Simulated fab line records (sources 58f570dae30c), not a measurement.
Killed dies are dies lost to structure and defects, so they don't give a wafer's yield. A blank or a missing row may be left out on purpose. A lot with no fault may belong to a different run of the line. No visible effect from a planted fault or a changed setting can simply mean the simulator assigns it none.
Problem report, 8D (eight disciplines) form, completed by code || flow berkeley cmos170 || the parts of the form that need people (team, actions taken, sign-off) are left out

## 1. PROBLEM STATEMENT
Mean of oes product au at UCB170_ACTIVE_ETCH_15: 0.762 a.u. across 6 wafers in 2 lots; on wafers with no fault it is 0.938 a.u. (standard deviation 0.019). Measured from the usual mean, that is -9.3 standard deviations.
The step: etches Si3N4 in CH3F/Ar/O2, stops on SiO2, target depth 242 nm, time 151 s.
First observed at day 6 08:17: wafer L549.1, on rie diel-01. The record holds 42 wafers of 14 lots with a number at this step. Rule for "out", or "out of limits": more than 4 standard deviations from the usual mean. The other wafers with a number count as sound.

## 2. WHAT THIS IS AND IS NOT
{"question": "which readings at this step", "is": "oes product au", "is not": "chamber pressure mTorr, drypump motor current A, throttle valve pct"}
{"question": "which lots", "is": "L549, L551", "is not": "L540, L541, L542, L543, L545, L547, L550, L555, L556, L557, L560, L562"}
{"question": "which wafers of those lots", "is": "all that have a number", "is not": "-"}
{"question": "read on which tools", "is": "rie diel-01", "is not": "rie diel-03, rie diel-04"}
{"question": "when", "is": "from day 6 08:17", "is not": "up to then (18 sound wafers); but 18 sound wafers of L550, L555, L556, L557, L560, L562 came after"}

## 3. THE SUSPECTS, EACH WITH WHAT RULES IT OUT
Counting: a tool stays on the suspect list if, at a process step up to the reading, it processed all lots that are out and no sound lot following the first of them.
- rie diel-01 at UCB170_ACTIVE_ETCH_15 (etches Si3N4 in CH3F/Ar/O2, stops on SiO2, target depth 242 nm, time 151 s): kept. It processed each lot that is out, first L549 at day 6 08:17, and no sound lot thereafter; up to then, the last sound lot it processed was L545 at day 5 17:14. On those wafers its own readings are out: oes product au.
The count leaves rie diel-01 at UCB170_ACTIVE_ETCH_15.

## 4. THE CAUSE (what the simulator had put in)
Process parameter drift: rie diel-01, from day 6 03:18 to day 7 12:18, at UCB170_ACTIVE_ETCH_15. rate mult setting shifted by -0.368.
This tool alone remained once counting was done.

## 5. SEQUENCE OF EFFECTS, ordered by route
Each row: a reading where the mean over the struck wafers with a number is more than 3 standard deviations away from the usual. Only readings for which the record gives a usual standard deviation are gone through. hours: the time from each lot's start at the first step in this table that gives one to its start at this step, as a median over the lots. sigmas: the change in usual standard deviations.
{"hours": 0, "step": "UCB170_ACTIVE_ETCH_15", "reading": "oes product au", "usual": "0.938 a.u.", "on struck wafers": 0.762, "change": -0.176, "sigmas": -9.3}
{"hours": 0, "step": "UCB170_ACTIVE_STRIP_16", "reading": "strip time to endpoint s", "usual": "18.11 s", "on struck wafers": 19.57, "change": "+1.46", "sigmas": "+16"}
It contains these process steps:
- UCB170_ACTIVE_ETCH_15: etches Si3N4 in CH3F/Ar/O2, stops on SiO2, target depth 242 nm, time 151 s.
- UCB170_ACTIVE_STRIP_16: strips in O2.

## 6. WHAT WOULD HAVE CAUGHT IT SOONER
5 hours passed between the start of the fault at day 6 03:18 and the first reading out of limits in this record, taken at day 6 08:17.
